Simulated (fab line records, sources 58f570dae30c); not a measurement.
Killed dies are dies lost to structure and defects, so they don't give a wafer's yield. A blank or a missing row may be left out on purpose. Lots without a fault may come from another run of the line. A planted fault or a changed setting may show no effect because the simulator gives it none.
fab line records | flow berkeley_cmos170 | part 1 of 2: steps 1 to 25 of 33
record lots=5 wafers=15 last_day=10
route steps=331 shown ZERO@13 NWELL@14 PWELL@34
lots that met no fault: from a run of the same line without faults
start_h: hours from the record's first day to the start of the lot's first wafer shown | wait_h: hours since the lot's step before | " the same as in the row above | L1.1+2: a row that stands for several wafers | - no value, or no start given | * or withheld: withheld | < > ~ a bound
route shown NAME@n: a module of which the file shows steps, and the number in the route of the first | usual: mean/standard deviation of fault-free wafers | same: alike in all rows | chamber/n: place in a boat | sites: the reading at each site | _std_site: their standard deviation | _edge_site: outer sites' mean less inner sites' | radius_mm: how far each site lies from the wafer's centre | mask NAME#n: copy n | behind: the tool/chamber that last shaped the wafer | hold: why the lot was held/for how many hours/how that ended | device: the transistor (n, p or np) that didn't switch | end of line: the same wafers' tests at the end of the route | a step without rows: its recipe alone | killed: dies lost to structure and defects at the first sort, not the wafer's yield | map: a wafer's dies, x killed, . not, _ none there
set.NAME: the setting as run; set.NAME@STEP: as run at that earlier step | model.NAME: the simulator's own value behind a step, which no gauge read
lots at some steps of the route; a table a step, a row a wafer
services: from which hour (start_h, from the record's first day; less than 0 if before it) a tool's chamber was out of use, for how many hours, and why
## steps
# step UCB170_ZERO_STRIP_07
# recipe chemistry=O2 power_w=400 pressure_mtorr=3500 platen_temp_c=withheld o2_flow_sccm=400 overash_fraction=0.5
# usual drypump_motor_current_A=5.64/0.24 oes_product_au=0.728/0.0046 strip_time_to_endpoint_s=21.52/0.061
# columns lot.wafer tool chamber start_h wait_h drypump_motor_current_A oes_product_au rf_hours_counter_h strip_time_to_endpoint_s
L079.2 plasma_asher-01 0 46.22 0.0 5.66 0.725 37 21.36
L079.3 " 0 " " 5.63 0.726 - 21.43
L079.5 " 0 " " 5.66 0.715 - 21.45
L085.2 plasma_asher-04 0 74.24 0.0 5.30 0.735 33 21.50
L085.3 " 1 " " 6.22 0.734 - 21.48
L085.5 " 1 " " 6.23 0.726 - 21.53
L086.1 plasma_asher-03 1 78.13 0.0 5.56 0.720 30 21.54
L086.4 " 1 " " 5.58 0.722 - 21.46
L086.5 " 1 " " 5.55 0.731 - 21.53
L088.1 plasma_asher-01 1 92.21 0.0 5.64 0.726 43 21.56
L088.5 " 0 " " 5.63 0.731 - 21.54
L088.6 " 1 " " 5.62 0.730 - 21.57
L089.1 plasma_asher-04 1 96.46 0.0 6.23 0.733 35 21.60
L089.3 " 0 " " 5.29 0.727 - 21.50
L089.5 " 1 " " 6.21 0.730 - 21.54
# step UCB170_NWELL_WET_ETCH_00
# recipe chemistry=dHF dilution=25:1 target=SiO2 temp_c=25 time_s=200
# columns lot.wafer tool chamber start_h wait_h
L079.2+3+5 wet_bench-02 2 46.32 0.1
L085.2+3+5 wet_bench-02 0 74.38 0.1
L086.1+4+5 wet_bench-02 3 79.22 1.1
L088.1+5+6 wet_bench-03 0 92.31 0.1
L089.1+3+5 wet_bench-02 1 96.61 0.1
# step UCB170_NWELL_OXIDATION_01
# recipe temp_c=1000 ambient=O2 target_thk_a=264 ox_time_s=1260
# usual ox_temp_c=1000.1/0.44 spike_tc_centre_C=1003.8/1.4 tube_center_temp_C_max=1002.5/0.4 zone_power_load_pct=33.5/1.2
# same ox_time_s=1260
# columns lot.wafer tool chamber start_h wait_h ox_temp_c spike_tc_centre_C tube_center_temp_C_max zone_power_load_pct
L079.2 furnace-03 0 47.27 0.9 999.6 1003.1 1002.1 34.5
L079.3 " 0 " " 999.5 1005.0 1002.2 33.8
L079.5 " 0 " " 999.4 1004.4 1001.6 33.8
L085.2 furnace-02 0 76.00 1.6 999.6 1001.8 1002.4 31.1
L085.3 " 0 " " 1000.2 1000.4 1002.3 31.5
L085.5 " 0 " " 1000.4 1002.8 1002.3 32.1
L086.1 furnace-03 0 83.15 3.9 999.9 1002.8 1002.4 34.2
L086.4 " 0 " " 1000.8 1005.2 1002.1 34.0
L086.5 " 0 " " 1000.8 1004.5 1002.7 34.7
L088.1 furnace-01 0 93.89 1.5 999.8 1001.1 1002.2 33.9
L088.5 " 0 " " 1000.0 1002.0 1001.9 34.3
L088.6 " 0 " " 1000.3 1001.5 1002.1 33.8
L089.1 furnace-03 0 98.27 1.6 1000.8 1004.2 1002.7 33.9
L089.3 " 0 " " 1000.3 1005.8 1002.9 34.2
L089.5 " 0 " " 1000.8 1005.0 1002.5 34.0
# step UCB170_NWELL_THK_MEAS_02
# recipe reads=SiO2_of_NWELL_OXIDATION_01
# usual NWELL_OXIDE_THK=26.2/0.49
# columns lot.wafer tool chamber start_h wait_h NWELL_OXIDE_THK[nm]
L079.2 film_metro-03 - 48.63 0.0 27.0
L079.3 " - " " 26.7
L079.5 " - " " 27.1
L085.2 film_metro-02 - 77.36 0.0 26.0
L085.3 " - " " 26.2
L085.5 " - " " 26.7
L086.1 film_metro-02 - 84.50 0.0 25.3
L086.4 " - " " 25.6
L086.5 " - " " 25.4
L088.1 film_metro-02 - 95.24 0.0 25.3
L088.5 " - " " 25.7
L088.6 " - " " 25.8
L089.1 film_metro-02 - 99.62 0.0 25.8
L089.3 " - " " 26.2
L089.5 " - " " 26.2
# step UCB170_NWELL_ANNEAL_03
# recipe temp_c=1000 time_s=900 ambient=N2
# usual spike_tc_centre_C=1003.3/1.4 tube_center_temp_C_max=1002.5/0.38 zone_power_load_pct=33.8/0.77
# columns lot.wafer tool chamber start_h wait_h spike_tc_centre_C tube_center_temp_C_max zone_power_load_pct
L079.2 furnace-03 0 51.37 2.7 1003.6 1002.4 34.0
L079.3 " 0 " " 1003.8 1003.5 34.3
L079.5 " 0 " " 1002.9 1002.6 34.1
L085.2 furnace-01 0 80.54 3.2 1002.7 1002.5 34.2
L085.3 " 0 " " 1002.9 1002.6 34.5
L085.5 " 0 " " 1002.0 1002.1 34.4
L086.1 furnace-03 0 86.17 1.7 1005.2 1002.3 35.1
L086.4 " 0 " " 1004.9 1002.1 34.0
L086.5 " 0 " " 1003.8 1001.8 34.1
L088.1 furnace-01 0 96.74 1.5 1001.8 1002.4 33.6
L088.5 " 0 " " 1003.3 1002.6 34.0
L088.6 " 0 " " 1003.4 1003.1 34.5
L089.1 furnace-01 0 101.01 1.4 1002.7 1002.8 34.0
L089.3 " 0 " " 1001.5 1002.3 34.4
L089.5 " 0 " " 1002.1 1003.1 34.7
# step UCB170_NWELL_CVD_04
# recipe material=Si3N4 target_thk_nm=224 temp_c=800 precursor=SiH2Cl2/NH3 time_s=3360 pressure_mtorr=200 sih2cl2_flow_sccm=25 nh3_flow_sccm=75
# usual spike_tc_centre_C=801.5/2 zone_power_load_pct=21.4/1.8
# columns lot.wafer tool chamber start_h wait_h spike_tc_centre_C zone_power_load_pct
L079.2 lpcvd-01 0 52.62 0.0 801.1 25.0
L079.3 " 0 " " 802.7 24.9
L079.5 " 0 " " 801.1 24.7
L085.2 lpcvd-02 1 81.82 0.0 803.4 21.0
L085.3 " 1 " " 804.5 20.9
L085.5 " 1 " " 804.1 21.0
L086.1 lpcvd-02 0 87.42 0.0 800.3 20.4
L086.4 " 0 " " 799.5 20.6
L086.5 " 0 " " 801.7 20.5
L088.1 lpcvd-01 1 97.99 0.0 799.4 20.2
L088.5 " 1 " " 799.7 20.4
L088.6 " 1 " " 799.4 20.4
L089.1 lpcvd-01 1 102.26 0.0 798.9 20.5
L089.3 " 1 " " 800.1 20.3
L089.5 " 1 " " 798.2 20.5
# step UCB170_NWELL_THK_MEAS_05
# recipe reads=Si3N4_of_NWELL_CVD_04
# usual NWELL_NITRIDE_THK=223.7/1.9
# columns lot.wafer tool chamber start_h wait_h NWELL_NITRIDE_THK[nm]
L079.2 film_metro-02 - 54.56 0.0 225.7
L079.3 " - " " 227.8
L079.5 " - " " 226.8
L085.2 film_metro-03 - 83.77 0.0 224.6
L085.3 " - " " 222.9
L085.5 " - " " 222.2
L086.1 film_metro-04 - 89.35 0.0 224.8
L086.4 " - " " 226.0
L086.5 " - " " 224.8
L088.1 film_metro-03 - 100.89 0.0 222.2
L088.5 " - " " 222.7
L088.6 " - " " 222.7
L089.1 film_metro-02 - 104.19 0.0 224.7
L089.3 " - " " 224.2
L089.5 " - " " 224.1
# step UCB170_NWELL_HMDS_06
# recipe prime_time_s=60 prime_temp_c=100
# usual resist_line_temp_C=23.02/0.097
# columns lot.wafer tool chamber start_h wait_h resist_line_temp_C
L079.2 litho_track-01 0 54.71 0.1 23.03
L079.3 " 0 " " 23.03
L079.5 " 0 " " 22.96
L085.2 litho_track-04 0 83.90 0.1 23.14
L085.3 " 0 " " 23.06
L085.5 " 0 " " 22.98
L086.1 litho_track-01 0 89.75 0.4 22.96
L086.4 " 0 " " 22.95
L086.5 " 0 " " 22.99
L088.1 litho_track-04 0 101.23 0.3 23.10
L088.5 " 0 " " 23.04
L088.6 " 0 " " 22.94
L089.1 litho_track-04 0 104.29 0.1 22.98
L089.3 " 0 " " 23.06
L089.5 " 0 " " 23.02
# step UCB170_NWELL_COAT_07
# recipe resist=KrF spin_rpm=1500 resist_thk_nm=900
# usual resist_line_temp_C=23.00/0.11
# columns lot.wafer tool chamber start_h wait_h resist_line_temp_C
L079.2 litho_track-01 0 54.86 0.1 23.07
L079.3 " 0 " " 23.09
L079.5 " 0 " " 23.06
L085.2 litho_track-04 0 84.05 0.1 23.03
L085.3 " 0 " " 22.99
L085.5 " 0 " " 23.09
L086.1 litho_track-01 0 89.90 0.1 22.97
L086.4 " 0 " " 22.90
L086.5 " 0 " " 22.96
L088.1 litho_track-04 0 101.38 0.1 23.01
L088.5 " 0 " " 22.99
L088.6 " 0 " " 23.18
L089.1 litho_track-04 0 104.44 0.1 22.99
L089.3 " 0 " " 22.96
L089.5 " 0 " " 23.08
# step UCB170_NWELL_SOFTBAKE_08
# recipe resist=KrF temp_c=130 time_s=60
# usual plate_temp_C=130.00/0.12 resist_line_temp_C=23.01/0.11
# columns lot.wafer tool chamber start_h wait_h plate_temp_C resist_line_temp_C
L079.2 litho_track-01 0 55.01 0.1 129.95 23.01
L079.3 " 0 " " 130.16 23.03
L079.5 " 0 " " 129.93 23.18
L085.2 litho_track-04 0 84.20 0.1 130.01 23.12
L085.3 " 0 " " 130.06 22.92
L085.5 " 0 " " 130.02 23.05
L086.1 litho_track-01 0 90.05 0.1 130.24 23.06
L086.4 " 0 " " 130.24 23.18
L086.5 " 0 " " 130.11 23.02
L088.1 litho_track-04 0 101.53 0.1 130.01 22.88
L088.5 " 0 " " 129.82 23.00
L088.6 " 0 " " 130.07 23.04
L089.1 litho_track-04 0 104.59 0.1 129.90 22.97
L089.3 " 0 " " 129.99 22.94
L089.5 " 0 " " 130.06 22.92
# step UCB170_NWELL_EXPOSE_09
# recipe mask_id=NWELL target_cd_nm=3000 na=0.5 sigma_outer=0.6 source_shape=conventional dose_mj=25
# usual exposure_dose_mJ_cm2=25.004/0.027
# columns lot.wafer tool chamber start_h wait_h mask exposure_dose_mJ_cm2
L079.2 krf_scanner-02 0 55.32 0.3 NWELL#0 25.004
L079.3 " 0 " " NWELL#0 25.031
L079.5 " 0 " " NWELL#0 25.076
L085.2 krf_scanner-02 0 84.52 0.3 NWELL#0 24.978
L085.3 " 0 " " NWELL#0 24.982
L085.5 " 0 " " NWELL#0 24.968
L086.1 krf_scanner-02 0 90.20 0.1 NWELL#0 25.002
L086.4 " 0 " " NWELL#0 24.976
L086.5 " 0 " " NWELL#0 25.036
L088.1 krf_scanner-01 0 101.81 0.2 NWELL#0 24.982
L088.5 " 0 " " NWELL#0 24.983
L088.6 " 0 " " NWELL#0 24.979
L089.1 krf_scanner-02 0 104.96 0.3 NWELL#0 25.019
L089.3 " 0 " " NWELL#0 25.010
L089.5 " 0 " " NWELL#0 25.038
# step UCB170_NWELL_PEB_10
# recipe peb_temp_c=130 peb_time_s=withheld resist=KrF
# usual plate_temp_C=129.99/0.13 resist_line_temp_C=23.00/0.11
# columns lot.wafer tool chamber start_h wait_h plate_temp_C resist_line_temp_C
L079.2 litho_track-04 0 55.45 0.1 129.82 22.94
L079.3 " 0 " " 129.88 23.11
L079.5 " 0 " " 130.01 23.02
L085.2 litho_track-01 0 84.74 0.2 129.88 22.96
L085.3 " 0 " " 129.88 22.89
L085.5 " 0 " " 130.15 23.08
L086.1 litho_track-01 0 90.93 0.7 130.13 23.15
L086.4 " 0 " " 130.08 23.13
L086.5 " 0 " " 130.18 23.13
L088.1 litho_track-04 0 101.96 0.1 130.05 23.06
L088.5 " 0 " " 129.81 23.06
L088.6 " 0 " " 129.90 22.81
L089.1 litho_track-04 0 105.07 0.1 130.00 22.94
L089.3 " 0 " " 130.24 22.96
L089.5 " 0 " " 129.87 22.86
# step UCB170_NWELL_DEVELOP_11
# recipe developer=TMAH develop_time_s=45 resist=KrF dev_temp_c=21
# usual resist_line_temp_C=23.00/0.1
# columns lot.wafer tool chamber start_h wait_h resist_line_temp_C
L079.2 litho_track-04 0 - - 23.12
L079.3 " 0 " " 22.98
L079.5 " 0 " " 22.87
L085.2 litho_track-01 0 - - 23.01
L085.3 " 0 " " 23.04
L085.5 " 0 " " 22.91
L086.1 litho_track-01 0 - - 22.91
L086.4 " 0 " " 23.09
L086.5 " 0 " " 23.09
L088.1 litho_track-04 0 - - 23.04
L088.5 " 0 " " 23.12
L088.6 " 0 " " 23.08
L089.1 litho_track-04 0 - - 22.98
L089.3 " 0 " " 23.10
L089.5 " 0 " " 22.98
# step UCB170_NWELL_OVL_MEAS_12
# usual NWELL_OVL=2/5.3
# columns lot.wafer tool chamber start_h wait_h NWELL_OVL[nm]
L079.2 overlay-02 - 55.70 - 4
L079.3 " - " " 4
L079.5 " - " " 3
L085.2 overlay-01 - 84.99 - -11
L085.3 " - " " -1
L085.5 " - " " 4
L086.1 overlay-02 - 91.20 - 1
L086.4 " - " " 5
L086.5 " - " " -2
L088.1 overlay-02 - 102.23 - -3
L088.5 " - " " 9
L088.6 " - " " 3
L089.1 overlay-02 - 105.35 - 5
L089.3 " - " " 6
L089.5 " - " " 8
# step UCB170_NWELL_ETCH_13
# recipe chemistry=CH3F/Ar/O2 target=Si3N4 stop_on=SiO2 CH3F_flow_sccm=20 Ar_flow_sccm=50 O2_flow_sccm=7 pressure_mtorr=50 rf_w=450 target_depth_a=2464 over_etch_frac=0.1 time_s=154
# usual drypump_motor_current_A=5.6/0.57 oes_product_au=0.937/0.015 throttle_valve_pct=8.02/0.13
# columns lot.wafer tool chamber start_h wait_h drypump_motor_current_A oes_product_au rf_hours_counter_h throttle_valve_pct
L079.2 rie_diel-02 2 55.73 0.0 5.8 0.944 29 7.94
L079.3 " 1 " " 5.6 0.923 0 7.79
L079.5 " 2 " " 5.8 0.950 - 7.92
L085.2 rie_diel-03 0 85.02 0.0 5.1 0.934 30 7.96
L085.3 " 2 " " 6.3 0.934 47 8.20
L085.5 " 1 " " 5.9 0.912 - 8.22
L086.1 rie_diel-01 2 91.24 0.0 5.3 0.944 70 7.93
L086.4 " 3 " " 5.2 0.960 11 8.16
L086.5 " 1 " " 6.7 0.946 - 7.92
L088.1 rie_diel-01 2 102.27 0.0 5.3 0.941 71 7.94
L088.5 " 1 " " 6.7 0.938 - 7.94
L088.6 " 0 " " 5.3 0.929 - 7.94
L089.1 rie_diel-02 2 105.39 0.0 5.8 0.941 32 7.94
L089.3 " 3 " " 5.8 0.954 107 8.11
L089.5 " 2 " " 5.8 0.934 - 7.93
# step UCB170_NWELL_IMPLANT_14
# recipe species=P dose_cm2=1e+13 energy_kev=150 tilt_deg=7
# columns lot.wafer tool chamber start_h wait_h
L079.2+3+5 implanter-03 0 55.86 0.1
L085.2+3+5 implanter-02 0 85.15 0.1
L086.1+4+5 implanter-02 0 91.34 0.1
L088.1+5+6 implanter-04 0 102.37 0.1
L089.1+3+5 implanter-03 0 105.49 0.1
# step UCB170_NWELL_STRIP_15
# recipe chemistry=O2 power_w=400 pressure_mtorr=3500 platen_temp_c=withheld o2_flow_sccm=400 overash_fraction=0.5
# usual drypump_motor_current_A=5.6/0.34 oes_product_au=0.721/0.0046 strip_time_to_endpoint_s=18.09/0.087
# columns lot.wafer tool chamber start_h wait_h drypump_motor_current_A oes_product_au rf_hours_counter_h strip_time_to_endpoint_s
L079.2 plasma_asher-02 1 55.98 0.1 5.2 0.719 32 18.11
L079.3 " 1 " " 5.2 0.723 - 18.18
L079.5 " 0 " " 5.7 0.721 - 18.15
L085.2 plasma_asher-02 0 85.28 0.1 5.7 0.722 35 17.86
L085.3 " 0 " " 5.7 0.721 - 18.02
L085.5 " 1 " " 5.2 0.722 - 17.99
L086.1 plasma_asher-04 0 91.49 0.1 5.3 0.719 34 18.06
L086.4 " 0 " " 5.3 0.733 - 18.10
L086.5 " 0 " " 5.3 0.731 - 18.02
L088.1 plasma_asher-02 1 102.52 0.1 5.2 0.721 38 18.20
L088.5 " 1 " " 5.2 0.715 - 18.27
L088.6 " 0 " " 5.7 0.720 - 18.31
L089.1 plasma_asher-01 0 105.64 0.1 5.6 0.724 45 18.07
L089.3 " 0 " " 5.7 0.715 - 18.09
L089.5 " 0 " " 5.6 0.721 - 18.07
# step UCB170_NWELL_TW_MEAS_16
# usual NWELL_TW=1244/11
# columns lot.wafer tool chamber start_h wait_h NWELL_TW
L079.2 film_metro-04 - 56.09 0.1 1260
L079.3 " - " " 1261
L079.5 " - " " 1254
L085.2 film_metro-02 - 85.39 0.1 1260
L085.3 " - " " 1246
L085.5 " - " " 1255
L086.1 film_metro-02 - 91.59 0.1 1246
L086.4 " - " " 1248
L086.5 " - " " 1247
L088.1 film_metro-02 - 102.62 0.1 1259
L088.5 " - " " 1248
L088.6 " - " " 1252
L089.1 film_metro-03 - 105.74 0.1 1233
L089.3 " - " " 1234
L089.5 " - " " 1237
# step UCB170_NWELL_CLEAN_17
# recipe chemistry=SPM temp_c=120 time_s=600
# columns lot.wafer tool chamber start_h wait_h
L079.2+3+5 wet_bench-03 3 58.85 2.7
L085.2+3+5 wet_bench-02 1 85.59 0.2
L086.1+4+5 wet_bench-01 2 91.65 0.1
L088.1+5+6 wet_bench-03 2 102.74 0.1
L089.1+3+5 wet_bench-01 1 105.80 0.1
# step UCB170_NWELL_WET_ETCH_18
# recipe chemistry=H3PO4 target=Si3N4 temp_c=160 time_s=14400
# columns lot.wafer tool chamber start_h wait_h
L079.2+3+5 wet_bench-01 2 59.18 0.2
L085.2+3+5 wet_bench-02 1 85.80 0.0
L086.1+4+5 wet_bench-02 0 91.82 0.0
L088.1+5+6 wet_bench-03 0 103.09 0.2
L089.1+3+5 wet_bench-01 1 105.97 0.0
# step UCB170_NWELL_WET_ETCH_19
# recipe chemistry=BOE dilution=5:1 target=SiO2 temp_c=25 time_s=22
# columns lot.wafer tool chamber start_h wait_h
L079.2+3+5 wet_bench-03 0 63.56 0.0
L085.2+3+5 wet_bench-01 2 90.17 0.0
L086.1+4+5 wet_bench-02 2 96.58 0.4
L088.1+5+6 wet_bench-03 1 107.31 0.2
L089.1+3+5 wet_bench-01 1 110.00 0.0
# step UCB170_PWELL_CLEAN_00
# recipe chemistry=SPM temp_c=120 time_s=600
# columns lot.wafer tool chamber start_h wait_h
L079.2+3+5 wet_bench-02 2 63.57 0.0
L085.2+3+5 wet_bench-03 0 90.18 0.0
L086.1+4+5 wet_bench-02 1 96.70 0.1
L088.1+5+6 wet_bench-03 0 107.50 0.2
L089.1+3+5 wet_bench-02 2 110.15 0.1
# step UCB170_PWELL_CLEAN_01
# recipe chemistry=dHF dilution=25:1 time_s=60
# columns lot.wafer tool chamber start_h wait_h
L079.2+3+5 wet_bench-03 3 63.76 0.0
L085.2+3+5 wet_bench-02 2 90.36 0.0
L086.1+4+5 wet_bench-02 1 96.89 0.0
L088.1+5+6 wet_bench-03 1 107.94 0.3
L089.1+3+5 wet_bench-01 2 110.33 0.0
# step UCB170_PWELL_OXIDATION_02
# recipe temp_c=1000 ambient=O2 target_thk_a=264 ox_time_s=1260
# usual ox_temp_c=999.9/0.47 spike_tc_centre_C=1002.5/1.1 tube_center_temp_C_max=1002.5/0.41 zone_power_load_pct=32.9/1.4
# same ox_time_s=1260
# columns lot.wafer tool chamber start_h wait_h ox_temp_c spike_tc_centre_C tube_center_temp_C_max zone_power_load_pct
L079.2 furnace-01 0 65.54 1.8 999.8 1002.0 1002.2 34.0
L079.3 " 0 " " 998.9 1003.2 1002.7 34.4
L079.5 " 0 " " 999.5 1002.0 1002.7 34.4
L085.2 furnace-02 0 91.85 1.5 999.7 1003.1 1002.5 31.5
L085.3 " 0 " " 1000.0 1002.3 1002.6 32.0
L085.5 " 0 " " 999.6 1002.2 1002.6 31.1
L086.1 furnace-01 0 99.66 2.7 1000.3 1001.9 1002.4 34.0
L086.4 " 0 " " 999.5 1003.1 1002.9 34.3
L086.5 " 0 " " 1000.2 1002.4 1002.6 34.2
L088.1 furnace-02 0 108.98 1.0 1000.5 1004.4 1002.0 31.3
L088.5 " 0 " " 1000.0 1002.3 1002.5 31.4
L088.6 " 0 " " 1000.1 1002.9 1002.7 31.3
L089.1 furnace-01 0 110.76 0.4 1000.0 1003.3 1002.4 34.5
L089.3 " 0 " " 1000.3 1003.7 1003.1 33.8
L089.5 " 0 " " 1000.2 1002.3 1002.2 34.2
# step UCB170_PWELL_THK_MEAS_03
# recipe reads=SiO2_of_PWELL_OXIDATION_02
# usual PWELL_OXIDE_THK=26.3/0.48
# columns lot.wafer tool chamber start_h wait_h PWELL_OXIDE_THK[nm]
L079.2 film_metro-01 - 66.90 0.0 26.0
L079.3 " - " " 26.3
L079.5 " - " " 26.1
L085.2 film_metro-03 - 93.21 0.0 26.7
L085.3 " - " " 26.4
L085.5 " - " " 26.6
L086.1 film_metro-02 - 101.01 0.0 25.1
L086.4 " - " " 25.3
L086.5 " - " " 25.3
L088.1 film_metro-01 - 110.33 0.0 26.0
L088.5 " - " " 26.6
L088.6 " - " " 26.5
L089.1 film_metro-01 - 112.11 0.0 25.7
L089.3 " - " " 26.1
L089.5 " - " " 25.9
